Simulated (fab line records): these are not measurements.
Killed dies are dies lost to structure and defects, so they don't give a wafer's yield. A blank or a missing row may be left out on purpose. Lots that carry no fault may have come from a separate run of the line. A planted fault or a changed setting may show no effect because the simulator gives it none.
Comparing a struck lot with a sound one    flow berkeley cmos170    15 steps out of a route of 331
Sound: the wafers L505.2, L505.4, L505.6. The struck wafers were L512.1, L512.2, L512.5. The cause is given at the end.
For every step that has rows: the tool of each side, followed by ch and its chambers, followed by its first start. Under that, the readings that differ: sound wafers    struck wafers    difference of the means    sigmas: that difference in standard deviations of wafers without a fault.
alike: a reading whose means differ by less than 2 such deviations, as well as words and numbers matching on both sides. not compared: withheld readings; readings where some wafer has no value; bounds like >300 that might hide an equal value; numbers whose values overlap and for which the record gives no deviation.
Wherever a step has rows on one side only, a row that says differs or no value, or a row with sigmas, the two part there. Non-overlapping numbers with no deviation appear without sigmas and do not part them. Lack of a reading on every wafer of one side parts them only where that side has two or more wafers.

UCB170_M1_METAL_ETCH_12: etches Al in Cl2/BCl3, stops on PSG, target depth 780 nm, time 130 s.
  sound on rie metal-04 ch 0,1, day 7 10:08; struck on rie metal-02 ch 0,1, day 9 03:37
  alike: drypump motor current A, oes product au, throttle valve pct
  not compared: rf hours counter h
UCB170_M1_STRIP_13: strips in O2.
  sound on plasma asher-04 ch 0,1, day 7 10:16; struck on plasma asher-02 ch 0,1, day 9 03:45
  alike: drypump motor current A, oes product au
  not compared: rf hours counter h
UCB170_M1_CD_MEAS_90 targets a cd of 700 nm.
  sound on cd sem-01, day 7 10:23; struck on cd sem-02, day 9 03:51
  alike: cd nm
then, 1 step without rows for these wafers: UCB170_M1_ANNEAL_14 (time 1200 s).
UCB170_V1_CVD_00: deposits SiO2 from TEOS/O2, target thk 2000 nm, time 250 s.
  sound on pecvd-02 ch 0,2, day 7 16:07; struck on pecvd-02 ch 1,2, day 9 06:54
  alike: heater power w
UCB170_V1_THK_MEAS_01:
  sound on film metro-04, day 7 16:17; struck on film metro-03, day 9 07:04
  alike: V1_TEOS_THK
UCB170_V1_CMP_02: polishes SiO2.
  sound on cmp-02 ch 1,3, day 7 16:23; struck on cmp-01 ch 1,3, day 9 07:34
  alike: motor current A, platen rpm
UCB170_V1_BOW_MEAS_03:
  sound on film metro-03, day 7 16:40; struck on film metro-03, day 9 07:49
  alike: V1_BOW
UCB170_V1_THK_MEAS_04:
  sound on film metro-03, day 7 16:46; struck on film metro-03, day 9 07:56
reading               sound                 struck             difference  sigmas
V1_POLISHED_THK (nm)  1001.0 1000.8 1000.7  997.7 997.0 998.3  -3.2        -3
then, 3 steps without rows for these wafers: UCB170_V1_CLEAN_05 (cleans in DIW); UCB170_V1_HMDS_06 (prime time 60 s); UCB170_V1_COAT_07 (resist thk 900 nm).
UCB170_V1_SOFTBAKE_08: time 60 s.
  sound on litho track-02 ch 0, day 7 17:37; struck on litho track-03 ch 0, day 9 08:30
reading                   sound              struck             difference  sigmas
heater power total W (W)  56.81 56.82 56.74  58.54 58.49 58.55  +1.74       +40
run length s (s)          89.14 89.23 89.17  83.26 83.52 83.37  -5.80       -41
then, 1 step without rows for these wafers: UCB170_V1_EXPOSE_09 (exposes mask VIA1, target cd 700 nm).
UCB170_M3_PROBE_99:
  sound wafers here have rows in the record (prober-01, day 8 03:32); struck ones have none

WHERE THEY PART
At UCB170_V1_THK_MEAS_04 first; at UCB170_M3_PROBE_99 last (within this record only).

WHY: what the simulator had put in
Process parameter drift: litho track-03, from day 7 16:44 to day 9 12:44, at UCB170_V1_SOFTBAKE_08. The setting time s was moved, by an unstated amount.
